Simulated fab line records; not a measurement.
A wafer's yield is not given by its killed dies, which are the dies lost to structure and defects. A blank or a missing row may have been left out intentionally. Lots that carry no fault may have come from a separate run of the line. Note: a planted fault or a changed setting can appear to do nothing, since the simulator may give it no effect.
Split-lot experiment ; flow berkeleyCmos170 ; on a route of 331 steps: 5 lots, 23 wafers read

ON THE SPLIT
At UCB170_PLDD_IMPLANT_09, the setting energyKev was moved away from the recipe's 10 on 6 of the 23 wafers read, by +4.4% to +5.9%. All remaining wafers had this setting at the recipe value.

The reading comes from the split's own step.

THE READING
The simulator's own value implant.drpNm, read by no gauge, in nm at UCB170_PLDD_IMPLANT_09. No usual value for it is given in the file.

wafer;tool, chamber at the split;energyKev as run;against the recipe;implant.drpNm, nm;against lot-mates on the recipe
L075.3;implanter-04, 0;10;recipe;6.005;-
L075.4;implanter-04, 0;10;recipe;6.005;-
L075.5;implanter-04, 0;10;recipe;6.005;-
L076.1;implanter-02, 0;10.59;+5.9%;6.248;+0.243
L076.4;implanter-02, 0;10.59;+5.9%;6.248;+0.243
L076.2;implanter-02, 0;10;recipe;6.005;-
L076.5;implanter-02, 0;10;recipe;6.005;-
L076.6;implanter-02, 0;10;recipe;6.005;-
L077.1;implanter-04, 0;10.44;+4.4%;6.187;+0.182
L077.4;implanter-04, 0;10.44;+4.4%;6.187;+0.182
L077.3;implanter-04, 0;10;recipe;6.005;-
L077.5;implanter-04, 0;10;recipe;6.005;-
L077.6;implanter-04, 0;10;recipe;6.005;-
L079.1;implanter-02, 0;10;recipe;6.005;-
L079.3;implanter-02, 0;10;recipe;6.005;-
L079.4;implanter-02, 0;10;recipe;6.005;-
L079.5;implanter-02, 0;10;recipe;6.005;-
L079.6;implanter-02, 0;10;recipe;6.005;-
L082.1;implanter-02, 0;10;recipe;6.005;-
L082.3;implanter-02, 0;10;recipe;6.005;-
L082.4;implanter-02, 0;10;recipe;6.005;-
L082.2;implanter-02, 0;10.58;+5.8%;6.244;+0.239
L082.5;implanter-02, 0;10.58;+5.8%;6.244;+0.239

FIT RESULTS
A straight line over all 23 wafers: implant.drpNm changes by +0.0412 nm for each +1% of energyKev; r = +1.00; the points scatter about the line by 0.0002 nm.
The same after taking each lot's own level away (the mean of its wafers on the recipe; 23 wafers): +0.0412 nm for each +1%; r = +1.00; scatter 0.0002 nm.
On that fit, the largest move of energyKev shifts the reading by 0.24 nm.
The lots' own levels span 6.0050 to 6.0050 nm.
Hence the lot-to-lot level has little effect on the slope; both slopes agree.
Check: with one of the wafers moved furthest among these (+5.9%) left out of the fit, the line predicts +0.243 nm for it against its lot-mates. Against them it came out at +0.243 nm.

ADDITIONAL SPLITS CARRIED BY THESE WAFERS
These wafers also went through other splits before the reading. Each is held against what the fit with the lots' levels taken away leaves over:
other split on the same wafers;wafers away from the commonest value;r with implant.drpNm (lot level and that fit taken away)
UCB170_START_OXIDATION_02 oxTimeS;15;-0.25
UCB170_NWELL_PEB_10 pebTempC;12;-0.18
UCB170_NWELL_IMPLANT_14 doseCm2;11;-0.25
UCB170_PWELL_PEB_11 pebTempC;7;+0.32
UCB170_PWELL_ETCH_14 overEtchFrac;10;-0.25
UCB170_ACTIVE_CVD_05 tempC;10;+0.39
UCB170_ACTIVE_PEB_11 pebTempC;9;+0.24
UCB170_PFIELD_COAT_01 resistThkNm;8;-0.67
UCB170_SACOX_OXIDATION_01 tempC;18;+0.33

THE WHOLE CHAIN: every reading that the file lists as answering this split, in the file's order
step;what it does;reading;change (the file's fit);r (the file's)
UCB170_PLDD_IMPLANT_09;;implant.rpNm (the simulator's own value, which no gauge read);+0.0764 nm for each +1% of the setting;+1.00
UCB170_PLDD_IMPLANT_09;;implant.drpNm (the simulator's own value, which no gauge read);+0.0413 nm for each +1% of the setting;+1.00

THE FILE'S OWN FIT
implant.drpNm changes by +0.0413 nm for each +1% of energyKev, r = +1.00.
